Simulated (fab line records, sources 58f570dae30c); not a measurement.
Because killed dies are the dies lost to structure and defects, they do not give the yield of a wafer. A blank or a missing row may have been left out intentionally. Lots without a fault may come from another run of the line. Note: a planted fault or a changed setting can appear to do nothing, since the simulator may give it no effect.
Which tool was responsible?    flow berkeleyCmos170    Sampling: 6 lots, 18 wafers, 2 of 331 route steps

WHAT EACH GAUGE READ, for each wafer
UCB170_NWELL_THK_MEAS_05.
lot   measured     on            NWELL_NITRIDE_THK (nm)
L873  day 2 20:06  filmMetro-01  223.7 222.8 225.1
L875  day 3 03:18  filmMetro-01  224.5 225.7 224.9
L877  day 3 10:53  filmMetro-04  222.6 223.1 223.4
L880  day 4 04:47  filmMetro-01  227.2 228.4 225.4
L886  day 5 08:04  filmMetro-04  223.8 224.9 225.4
L888  day 5 17:52  filmMetro-04  223.3 220.7 219.0

TOOL THAT RAN EACH LOT (tool first, then ch and the chambers of the sampled wafers, then the start)
lot   UCB170_NWELL_CVD_04
L873  lpcvd-02 ch 1, day 2 18:09
L875  lpcvd-01 ch 0, day 3 00:24
L877  lpcvd-02 ch 0, day 3 08:55
L880  lpcvd-02 ch 0, day 4 02:52
L886  lpcvd-01 ch 1, day 5 06:08
L888  lpcvd-01 ch 0, day 5 14:58
- UCB170_NWELL_CVD_04: deposits Si3N4 from SiH2Cl2/NH3, target thk 224 nm, time 3360 s.

THE ANSWER, worked out from the rows above alone
Rule: what is usual is taken from the lots themselves. The widest of any qualifying gaps counts: lots, ordered by their means at a reading, are off when they make up no more than a third of the lots, leave a main group of 4 or more, and stand apart from it by 3 or more times the standard deviation of that group's means. A main group whose means are all the same, to the digits that the tables above print for the reading, isn't used. A lot without any number at a reading at which 4 lots or more have one is off too. The other lots that the step has rows for count as sound.
Across all readings shown, no lot is off: no conclusion can be drawn from this.

WHAT THE SIMULATOR PUT IN
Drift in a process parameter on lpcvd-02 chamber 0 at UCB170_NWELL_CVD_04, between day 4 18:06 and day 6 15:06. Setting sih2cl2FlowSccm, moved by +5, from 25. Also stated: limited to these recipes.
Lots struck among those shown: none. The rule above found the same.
